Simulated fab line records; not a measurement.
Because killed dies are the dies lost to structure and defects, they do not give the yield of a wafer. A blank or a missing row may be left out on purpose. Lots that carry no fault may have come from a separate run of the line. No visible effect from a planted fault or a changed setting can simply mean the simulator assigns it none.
Problem report, 8D (eight disciplines) form, completed by code / flow berkeley-cmos170 / the parts of the form that need people (team, actions taken, sign-off) are left out

## 1. THE ISSUE
Across 6 wafers from 2 lots, M2_AL_RS at UCB170_M2_RS_MEAS_02 averages 0.0977 ohm/sq, while fault-free wafers read 0.0323 ohm/sq with a standard deviation of 0.00033. So: +99 or more standard deviations from the usual mean.
The step: measures by four-point-probe.
First observed at day 11 21:52: wafer L196.3, on film-metro-04. The record holds 42 wafers of 14 lots with a number at this step. The rule behind "out" and "out of limits": a value lying over 4 standard deviations away from the usual mean. Any other wafer with a number is counted as sound.

## 2. WHAT IT IS; WHAT IT IS NOT
question=which readings at this step; is=M2_AL_RS; is not=-
question=which lots; is=L196, L199; is not=L176, L177, L178, L180, L181, L182, L183, L184, L187, L188, L190, L193
question=which wafers of those lots; is=all that have a number; is not=-
question=read on which gauges; is=film-metro-04; is not=film-metro-01, film-metro-03
question=when; is=from day 11 21:52; is not=up to then (36 sound wafers)

## 3. WHAT RULES OUT EACH SUSPECT
Counting: a tool at a process step up to the reading stays a suspect if it ran every lot that is out and no sound lot after the first of them.
- the gauge at UCB170_M2_RS_MEAS_02 has been ruled out. All the wafers that are out were read on film-metro-04, but those of them that UCB170_M2_METAL_ETCH_18 has rows for are out there too, on other tools.
- pvd-sputter-01 at UCB170_M2_SPUTTER_01 (material Al, target thk 900 nm, time 120 s): kept. Every lot that is out went through it, starting with L196 (day 11 21:45), and after that it ran no sound lot; the last sound lot it ran before then is L190 (day 10 20:09).
After counting, what remains is pvd-sputter-01 at UCB170_M2_SPUTTER_01.

## 4. THE CAUSE (what the simulator had put in)
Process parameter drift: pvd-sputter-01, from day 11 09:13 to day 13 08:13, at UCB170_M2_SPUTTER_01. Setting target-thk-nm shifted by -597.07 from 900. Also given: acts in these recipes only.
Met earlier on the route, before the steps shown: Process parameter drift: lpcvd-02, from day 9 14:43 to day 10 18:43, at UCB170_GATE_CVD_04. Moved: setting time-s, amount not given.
The count eliminated every tool but this one.

## 5. THE CHAIN OF EFFECTS, in route order
Rows list readings where the struck wafers' mean (over those with a number) sits beyond 3 standard deviations from the usual. Only readings whose record carries a usual standard deviation are examined. hours: median over the lots of the time between each lot's start at the first step of this table that gives one and its start at this step. sigmas: the change, counted in usual standard deviations.
hours=0; step=UCB170_M2_RS_MEAS_02; reading=M2_AL_RS; usual=0.0323 ohm/sq; on struck wafers=0.0977; change=+0.0654; sigmas=+99 or more
hours=0; step=UCB170_M2_THK_MEAS_03; reading=M2_AL_THK; usual=903 nm; on struck wafers=306; change=-597; sigmas=-60
hours=3; step=UCB170_M2_METAL_ETCH_18; reading=oes-product-au; usual=0.858 a.u.; on struck wafers=0.536; change=-0.322; sigmas=-23
Here are the process steps it includes:
- UCB170_M2_METAL_ETCH_18: etches Al in Cl2/BCl3, stops on SiO2, target depth 1170 nm, time 195 s.

## 6. WHAT WOULD HAVE CAUGHT IT SOONER
Counted from the fault's start at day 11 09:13, it took 13 hours until the first out-of-limits reading at a measuring or inspecting step in this record, taken at day 11 21:52.
An alarm limit of 4 standard deviations would not have fired on the tool readings at UCB170_M2_SPUTTER_01 for which the record gives a usual standard deviation, since none of them was out on any struck wafer.
Among the 2 lots that are out, L199 began UCB170_M2_SPUTTER_01 on pvd-sputter-01 after day 11 21:52. A hold on the tool at that time would have spared it.
